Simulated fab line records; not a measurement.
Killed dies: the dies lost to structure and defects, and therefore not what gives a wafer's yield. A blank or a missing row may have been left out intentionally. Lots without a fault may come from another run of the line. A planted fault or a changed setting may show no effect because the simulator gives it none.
The tool behind it: which one? :: flow berkeley cmos170 :: 45 wafers from 15 lots sampled at 7 of the route's 331 steps

WHAT THE GAUGES SHOWED, per wafer
UCB170_PWELL_THK_MEAS_06.
lot: L430
measured: day 3 12:46
on: film metro-04
PWELL_NITRIDE_THK (nm): 222.2 221.5 223.4

lot: L431
measured: day 3 20:19
on: film metro-04
PWELL_NITRIDE_THK (nm): 220.0 218.6 218.3

lot: L432
measured: day 3 22:29
on: film metro-03
PWELL_NITRIDE_THK (nm): 218.9 220.0 220.4

lot: L433
measured: day 3 22:29
on: film metro-04
PWELL_NITRIDE_THK (nm): 221.0 219.0 220.0

lot: L434
measured: day 4 13:49
on: film metro-04
PWELL_NITRIDE_THK (nm): 220.3 220.7 223.1

lot: L435
measured: day 4 16:41
on: film metro-04
PWELL_NITRIDE_THK (nm): 219.4 219.4 220.4

lot: L436
measured: day 4 16:41
on: film metro-02
PWELL_NITRIDE_THK (nm): 218.7 216.4 215.2

lot: L438
measured: day 5 00:11
on: film metro-03
PWELL_NITRIDE_THK (nm): 224.0 222.3 221.1

lot: L439
measured: day 5 00:11
on: film metro-02
PWELL_NITRIDE_THK (nm): 220.0 218.3 220.6

lot: L437
measured: day 5 00:13
on: film metro-04
PWELL_NITRIDE_THK (nm): 223.7 221.8 221.6

lot: L440
measured: day 5 00:17
on: film metro-04
PWELL_NITRIDE_THK (nm): 223.3 224.5 220.4

lot: L441
measured: day 5 10:17
on: film metro-03
PWELL_NITRIDE_THK (nm): 218.7 219.6 218.3

lot: L453
measured: day 7 22:38
on: film metro-02
PWELL_NITRIDE_THK (nm): 223.2 225.0 224.2

lot: L451
measured: day 7 22:41
on: film metro-03
PWELL_NITRIDE_THK (nm): 220.4 221.7 221.1

lot: L452
measured: day 7 22:42
on: film metro-04
PWELL_NITRIDE_THK (nm): 221.2 220.0 220.6

UCB170_ACTIVE_THK_MEAS_03.
lot: L430
measured: day 4 23:39
on: film metro-01
ACTIVE_OXIDE_THK (nm): 26.1 26.7 26.5

lot: L431
measured: day 4 23:38
on: film metro-04
ACTIVE_OXIDE_THK (nm): 26.7 26.5 26.5

lot: L432
measured: day 4 23:41
on: film metro-01
ACTIVE_OXIDE_THK (nm): 27.0 27.1 26.9

lot: L433
measured: day 4 23:38
on: film metro-03
ACTIVE_OXIDE_THK (nm): 26.3 26.6 26.9

lot: L434
measured: day 5 10:25
on: film metro-04
ACTIVE_OXIDE_THK (nm): 27.6 27.3 27.1

lot: L435
measured: day 5 10:24
on: film metro-01
ACTIVE_OXIDE_THK (nm): 26.9 27.6 27.4

lot: L436
measured: day 5 10:24
on: film metro-03
ACTIVE_OXIDE_THK (nm): 26.7 27.1 27.1

lot: L438
measured: day 5 23:18
on: film metro-01
ACTIVE_OXIDE_THK (nm): 26.6 26.5 26.2

lot: L439
measured: day 6 10:22
on: film metro-03
ACTIVE_OXIDE_THK (nm): 25.8 26.3 25.6

lot: L437
measured: day 5 23:19
on: film metro-03
ACTIVE_OXIDE_THK (nm): 26.0 26.3 26.3

lot: L440
measured: day 6 10:24
on: film metro-01
ACTIVE_OXIDE_THK (nm): 26.5 26.5 27.0

lot: L441
measured: day 6 15:47
on: film metro-01
ACTIVE_OXIDE_THK (nm): 26.0 26.3 25.9

lot: L453
measured: day 8 22:08
on: film metro-04
ACTIVE_OXIDE_THK (nm): 26.3 25.7 26.5

lot: L451
measured: day 8 22:05
on: film metro-01
ACTIVE_OXIDE_THK (nm): 26.1 26.0 25.7

lot: L452
measured: day 8 22:10
on: film metro-01
ACTIVE_OXIDE_THK (nm): 25.7 25.6 25.3

UCB170_FIELD_THK_MEAS_02.
lot: L430
measured: day 5 21:59
on: film metro-02
FIELD_OXIDE_THK (nm): 566 558 568

lot: L431
measured: day 5 21:58
on: film metro-04
FIELD_OXIDE_THK (nm): 562 562 561

lot: L432
measured: day 5 22:01
on: film metro-02
FIELD_OXIDE_THK (nm): 543 554 555

lot: L433
measured: day 5 21:58
on: film metro-03
FIELD_OXIDE_THK (nm): 547 543 551

lot: L434
measured: day 6 10:17
on: film metro-02
FIELD_OXIDE_THK (nm): 535 531 524

lot: L435
measured: day 6 04:26
on: film metro-04
FIELD_OXIDE_THK (nm): 551 556 546

lot: L436
measured: day 6 04:26
on: film metro-03
FIELD_OXIDE_THK (nm): 552 568 566

lot: L438
measured: day 6 20:18
on: film metro-03
FIELD_OXIDE_THK (nm): 581 575 568

lot: L439
measured: day 7 04:52
on: film metro-02
FIELD_OXIDE_THK (nm): 461 451 461

lot: L437
measured: day 6 20:19
on: film metro-02
FIELD_OXIDE_THK (nm): 568 564 554

lot: L440
measured: day 7 04:50
on: film metro-04
FIELD_OXIDE_THK (nm): 473 475 479

lot: L441
measured: day 7 04:53
on: film metro-03
FIELD_OXIDE_THK (nm): 466 470 466

lot: L453
measured: day 9 15:43
on: film metro-02
FIELD_OXIDE_THK (nm): 551 566 553

lot: L451
measured: day 9 15:43
on: film metro-04
FIELD_OXIDE_THK (nm): 570 565 569

lot: L452
measured: day 9 15:47
on: film metro-04
FIELD_OXIDE_THK (nm): 576 575 560

UCB170_FIELD_THK_MEAS_90.
lot: L430
measured: day 6 07:04
on: film metro-02
FIELD_OXIDE_LEFT_1_THK (nm): 450 443 453

lot: L431
measured: day 6 07:02
on: film metro-03
FIELD_OXIDE_LEFT_1_THK (nm): 446 446 445

lot: L432
measured: day 6 07:06
on: film metro-03
FIELD_OXIDE_LEFT_1_THK (nm): 426 438 438

lot: L433
measured: day 6 07:06
on: film metro-02
FIELD_OXIDE_LEFT_1_THK (nm): 432 429 436

lot: L434
measured: day 6 19:56
on: film metro-02
FIELD_OXIDE_LEFT_1_THK (nm): 418 414 407

lot: L435
measured: day 6 13:40
on: film metro-03
FIELD_OXIDE_LEFT_1_THK (nm): 435 440 429

lot: L436
measured: day 6 13:40
on: film metro-04
FIELD_OXIDE_LEFT_1_THK (nm): 435 451 449

lot: L438
measured: day 7 05:44
on: film metro-04
FIELD_OXIDE_LEFT_1_THK (nm): 464 457 451

lot: L439
measured: day 7 12:47
on: film metro-02
FIELD_OXIDE_LEFT_1_THK (nm): 343 334 344

lot: L437
measured: day 7 05:46
on: film metro-02
FIELD_OXIDE_LEFT_1_THK (nm): 451 447 438

lot: L440
measured: day 7 12:49
on: film metro-03
FIELD_OXIDE_LEFT_1_THK (nm): 357 359 362

lot: L441
measured: day 7 12:49
on: film metro-04
FIELD_OXIDE_LEFT_1_THK (nm): 350 354 351

lot: L453
measured: day 9 23:41
on: film metro-04
FIELD_OXIDE_LEFT_1_THK (nm): 434 449 436

lot: L451
measured: day 9 23:45
on: film metro-04
FIELD_OXIDE_LEFT_1_THK (nm): 453 449 453

lot: L452
measured: day 9 23:42
on: film metro-02
FIELD_OXIDE_LEFT_1_THK (nm): 461 459 444

UCB170_FIELD_THK_MEAS_91.
lot: L430
measured: day 7 04:50
on: film metro-02
FIELD_OXIDE_LEFT_2_THK (nm): 361 353 364

lot: L431
measured: day 7 06:59
on: film metro-02
FIELD_OXIDE_LEFT_2_THK (nm): 357 357 357

lot: L432
measured: day 7 06:44
on: film metro-04
FIELD_OXIDE_LEFT_2_THK (nm): 338 349 350

lot: L433
measured: day 7 04:49
on: film metro-03
FIELD_OXIDE_LEFT_2_THK (nm): 343 340 347

lot: L434
measured: day 7 15:59
on: film metro-02
FIELD_OXIDE_LEFT_2_THK (nm): 331 327 320

lot: L435
measured: day 7 11:06
on: film metro-02
FIELD_OXIDE_LEFT_2_THK (nm): 347 353 342

lot: L436
measured: day 7 11:10
on: film metro-03
FIELD_OXIDE_LEFT_2_THK (nm): 346 362 361

lot: L438
measured: day 8 00:19
on: film metro-04
FIELD_OXIDE_LEFT_2_THK (nm): 376 369 363

lot: L439
measured: day 8 10:26
on: film metro-04
FIELD_OXIDE_LEFT_2_THK (nm): 255 245 256

lot: L437
measured: day 8 00:56
on: film metro-02
FIELD_OXIDE_LEFT_2_THK (nm): 363 359 350

lot: L440
measured: day 8 11:32
on: film metro-02
FIELD_OXIDE_LEFT_2_THK (nm): 270 271 275

lot: L441
measured: day 8 10:32
on: film metro-02
FIELD_OXIDE_LEFT_2_THK (nm): 262 266 263

lot: L453
measured: day 10 23:06
on: film metro-04
FIELD_OXIDE_LEFT_2_THK (nm): 346 360 348

lot: L451
measured: day 10 23:22
on: film metro-04
FIELD_OXIDE_LEFT_2_THK (nm): 365 361 365

lot: L452
measured: day 10 22:59
on: film metro-03
FIELD_OXIDE_LEFT_2_THK (nm): 373 372 356

WHICH TOOL RAN EACH LOT (tool, then ch and the chambers of the sampled wafers, then the start)
lot: L430
UCB170_PWELL_ETCH_14: rie diel-01 ch 0,3, day 3 13:59
UCB170_FIELD_OXIDATION_01: furnace-01 ch 0, day 5 18:57

lot: L431
UCB170_PWELL_ETCH_14: rie diel-01 ch 2,3, day 3 21:19
UCB170_FIELD_OXIDATION_01: furnace-01 ch 0, day 5 18:57

lot: L432
UCB170_PWELL_ETCH_14: rie diel-01 ch 1,2,3, day 4 00:04
UCB170_FIELD_OXIDATION_01: furnace-01 ch 0, day 5 18:57

lot: L433
UCB170_PWELL_ETCH_14: rie diel-03 ch 0,3, day 3 23:54
UCB170_FIELD_OXIDATION_01: furnace-01 ch 0, day 5 18:57

lot: L434
UCB170_PWELL_ETCH_14: rie diel-04 ch 0,1, day 4 14:45
UCB170_FIELD_OXIDATION_01: furnace-02 ch 0, day 6 07:16

lot: L435
UCB170_PWELL_ETCH_14: rie diel-03 ch 0,1,2, day 4 17:45
UCB170_FIELD_OXIDATION_01: furnace-02 ch 0, day 6 01:26

lot: L436
UCB170_PWELL_ETCH_14: rie diel-01 ch 1,3, day 4 18:01
UCB170_FIELD_OXIDATION_01: furnace-02 ch 0, day 6 01:26

lot: L438
UCB170_PWELL_ETCH_14: rie diel-03 ch 0,2,3, day 5 01:47
UCB170_FIELD_OXIDATION_01: furnace-04 ch 0, day 6 17:18

lot: L439
UCB170_PWELL_ETCH_14: rie diel-04 ch 1,3, day 5 02:04
UCB170_FIELD_OXIDATION_01: furnace-04 ch 0, day 7 01:48

lot: L437
UCB170_PWELL_ETCH_14: rie diel-04 ch 2,3, day 5 01:31
UCB170_FIELD_OXIDATION_01: furnace-04 ch 0, day 6 17:18

lot: L440
UCB170_PWELL_ETCH_14: rie diel-03 ch 2,3, day 5 02:46
UCB170_FIELD_OXIDATION_01: furnace-04 ch 0, day 7 01:48

lot: L441
UCB170_PWELL_ETCH_14: rie diel-01 ch 1,2,3, day 5 13:35
UCB170_FIELD_OXIDATION_01: furnace-04 ch 0, day 7 01:48

lot: L453
UCB170_PWELL_ETCH_14: rie diel-01 ch 0,2, day 8 00:13
UCB170_FIELD_OXIDATION_01: furnace-02 ch 0, day 9 12:42

lot: L451
UCB170_PWELL_ETCH_14: rie diel-03 ch 0,3, day 8 00:20
UCB170_FIELD_OXIDATION_01: furnace-02 ch 0, day 9 12:42

lot: L452
UCB170_PWELL_ETCH_14: rie diel-01 ch 0,2,3, day 8 00:29
UCB170_FIELD_OXIDATION_01: furnace-02 ch 0, day 9 12:42
- UCB170_PWELL_ETCH_14: etches Si3N4 in CH3F/Ar/O2, stops on SiO2, target depth 242 nm, time 151 s.
- UCB170_FIELD_OXIDATION_01: target thk 558.3 nm, ox time 7200 s.

WHAT THE TOOLS THEMSELVES READ (means of the sampled wafers that have a number; where no wafer has one, the mark that the record gives instead)
UCB170_PWELL_ETCH_14.
lot: L430
tool: rie diel-01
CH3F_flow_sccm (sccm): 20.02
drypump motor current A (A): 5.7
oes product au (a.u.): 0.950
throttle valve pct (%): 7.95

lot: L431
tool: rie diel-01
CH3F_flow_sccm (sccm): 19.96
drypump motor current A (A): 6.4
oes product au (a.u.): 0.955
throttle valve pct (%): 8.05

lot: L432
tool: rie diel-01
CH3F_flow_sccm (sccm): 19.94
drypump motor current A (A): 6.0
oes product au (a.u.): 0.953
throttle valve pct (%): 8.08

lot: L433
tool: rie diel-03
CH3F_flow_sccm (sccm): 20.05
drypump motor current A (A): 5.9
oes product au (a.u.): 0.950
throttle valve pct (%): 7.97

lot: L434
tool: rie diel-04
CH3F_flow_sccm (sccm): 19.98
drypump motor current A (A): 6.2
oes product au (a.u.): 0.927
throttle valve pct (%): 8.20

lot: L435
tool: rie diel-03
CH3F_flow_sccm (sccm): 19.97
drypump motor current A (A): 6.0
oes product au (a.u.): 0.954
throttle valve pct (%): 8.07

lot: L436
tool: rie diel-01
CH3F_flow_sccm (sccm): 20.00
drypump motor current A (A): 6.0
oes product au (a.u.): 0.941
throttle valve pct (%): 8.15

lot: L438
tool: rie diel-03
CH3F_flow_sccm (sccm): 19.96
drypump motor current A (A): 5.9
oes product au (a.u.): 0.958
throttle valve pct (%): 8.07

lot: L439
tool: rie diel-04
CH3F_flow_sccm (sccm): 19.96
drypump motor current A (A): 6.2
oes product au (a.u.): 0.926
throttle valve pct (%): 8.06

lot: L437
tool: rie diel-04
CH3F_flow_sccm (sccm): 20.04
drypump motor current A (A): 5.3
oes product au (a.u.): 0.948
throttle valve pct (%): 7.83

lot: L440
tool: rie diel-03
CH3F_flow_sccm (sccm): 20.02
drypump motor current A (A): 5.8
oes product au (a.u.): 0.954
throttle valve pct (%): 8.12

lot: L441
tool: rie diel-01
CH3F_flow_sccm (sccm): 20.03
drypump motor current A (A): 6.0
oes product au (a.u.): 0.949
throttle valve pct (%): 8.09

lot: L453
tool: rie diel-01
CH3F_flow_sccm (sccm): 20.13
drypump motor current A (A): 5.7
oes product au (a.u.): 0.959
throttle valve pct (%): 7.88

lot: L451
tool: rie diel-03
CH3F_flow_sccm (sccm): 19.97
drypump motor current A (A): 5.9
oes product au (a.u.): 0.951
throttle valve pct (%): 7.97

lot: L452
tool: rie diel-01
CH3F_flow_sccm (sccm): 20.02
drypump motor current A (A): 6.0
oes product au (a.u.): 0.956
throttle valve pct (%): 8.00

UCB170_FIELD_OXIDATION_01.
lot: L430
tool: furnace-01
spike tc centre C (C): 1001.6
spike tc load C (C): 1026.3
spike tc source C (C): 1026.4
tube center temp C (C): 1000.00
tube_center_temp_C_max: 1003.1

lot: L431
tool: furnace-01
spike tc centre C (C): 1000.5
spike tc load C (C): 1026.4
spike tc source C (C): 1027.1
tube center temp C (C): 999.98
tube_center_temp_C_max: 1003.0

lot: L432
tool: furnace-01
spike tc centre C (C): 1001.6
spike tc load C (C): 1025.3
spike tc source C (C): 1026.0
tube center temp C (C): 999.96
tube_center_temp_C_max: 1002.8

lot: L433
tool: furnace-01
spike tc centre C (C): 1001.4
spike tc load C (C): 1025.7
spike tc source C (C): 1026.3
tube center temp C (C): 999.92
tube_center_temp_C_max: 1002.6

lot: L434
tool: furnace-02
spike tc centre C (C): 1002.1
spike tc load C (C): 1026.8
spike tc source C (C): 1020.7
tube center temp C (C): 999.89
tube_center_temp_C_max: 1002.2

lot: L435
tool: furnace-02
spike tc centre C (C): 1003.2
spike tc load C (C): 1026.4
spike tc source C (C): 1021.7
tube center temp C (C): 1000.03
tube_center_temp_C_max: 1002.7

lot: L436
tool: furnace-02
spike tc centre C (C): 1002.6
spike tc load C (C): 1026.3
spike tc source C (C): 1021.6
tube center temp C (C): 1000.03
tube_center_temp_C_max: 1002.8

lot: L438
tool: furnace-04
spike tc centre C (C): 1002.4
spike tc load C (C): 1027.6
spike tc source C (C): 1026.0
tube center temp C (C): 999.88
tube_center_temp_C_max: 1002.5

lot: L439
tool: furnace-04
spike tc centre C (C): 976.9
spike tc load C (C): 1001.2
spike tc source C (C): 1001.2
tube center temp C (C): 974.93
tube_center_temp_C_max: 977.4

lot: L437
tool: furnace-04
spike tc centre C (C): 1001.4
spike tc load C (C): 1027.3
spike tc source C (C): 1026.0
tube center temp C (C): 999.95
tube_center_temp_C_max: 1002.2

lot: L440
tool: furnace-04
spike tc centre C (C): 976.0
spike tc load C (C): 1001.4
spike tc source C (C): 1000.7
tube center temp C (C): 974.97
tube_center_temp_C_max: 977.3

lot: L441
tool: furnace-04
spike tc centre C (C): 977.4
spike tc load C (C): 1002.0
spike tc source C (C): 1000.1
tube center temp C (C): 975.08
tube_center_temp_C_max: 978.2

lot: L453
tool: furnace-02
spike tc centre C (C): 1002.5
spike tc load C (C): 1026.9
spike tc source C (C): 1020.1
tube center temp C (C): 1000.00
tube_center_temp_C_max: 1002.5

lot: L451
tool: furnace-02
spike tc centre C (C): 1002.1
spike tc load C (C): 1027.4
spike tc source C (C): 1020.7
tube center temp C (C): 1000.00
tube_center_temp_C_max: 1002.6

lot: L452
tool: furnace-02
spike tc centre C (C): 1002.8
spike tc load C (C): 1025.7
spike tc source C (C): 1021.2
tube center temp C (C): 999.94
tube_center_temp_C_max: 1003.0

THE ANSWER, worked out from the rows above alone
Rule: usual is defined by the lots themselves. The widest of any qualifying gaps counts: lots, ordered by their means at a reading, are off when they make up no more than a third of the lots, leave a main group of 4 or more, and stand apart from it by 3 or more times the standard deviation of that group's means. A main group is skipped when, at the precision printed for the reading in the tables above, its means are all equal. Also off: a lot with no number at a reading for which 4 or more lots have one. All remaining lots with rows at the step are treated as sound. After the gauges, taken in route order, come the tools' own readings; for these a lot's mean is taken, as printed above. The first step at which some lot is off is used, and at that step the reading that is off furthest; a lot without a number counts as furthest.
Off: at UCB170_FIELD_THK_MEAS_02 (FIELD_OXIDE_THK), L439, L440, L441. Main group: mean 558 nm, sd 12.
If a tool, at a process step before that reading, ran all the lots that are off and no sound lot after the first of them, it fits. Not tried: the gauges at UCB170_FIELD_THK_MEAS_02; whatever is off there is also off at UCB170_FIELD_OXIDATION_01, on other tools, and gauge error can't account for it. One candidate fits, namely furnace-04 at UCB170_FIELD_OXIDATION_01. Its last sound lot is L437 (day 6 17:18), its first lot that is off L439 (day 7 01:48): a fault that began between those two fits.
The tool's own readings at UCB170_FIELD_OXIDATION_01 bear it out: on the lots that are off they differ by more than 5 times the standard deviation of the sound lots' means. spike tc centre C reads 976.8 C there against 1002.0 C on the sound lots; spike tc load C reads 1001.5 C there against 1026.5 C on the sound lots; spike tc source C reads 1000.7 C there against 1023.6 C on the sound lots; tube center temp C reads 974.99 C there against 999.97 C on the sound lots; tube_center_temp_C_max reads 977.6 there against 1002.7 on the sound lots.

WHAT WAS PUT IN BY THE SIMULATOR
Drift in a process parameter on furnace-04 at UCB170_FIELD_OXIDATION_01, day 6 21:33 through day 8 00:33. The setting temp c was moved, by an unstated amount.
Shown lots that were struck: L439, L440, L441. The rule above reached the same finding.
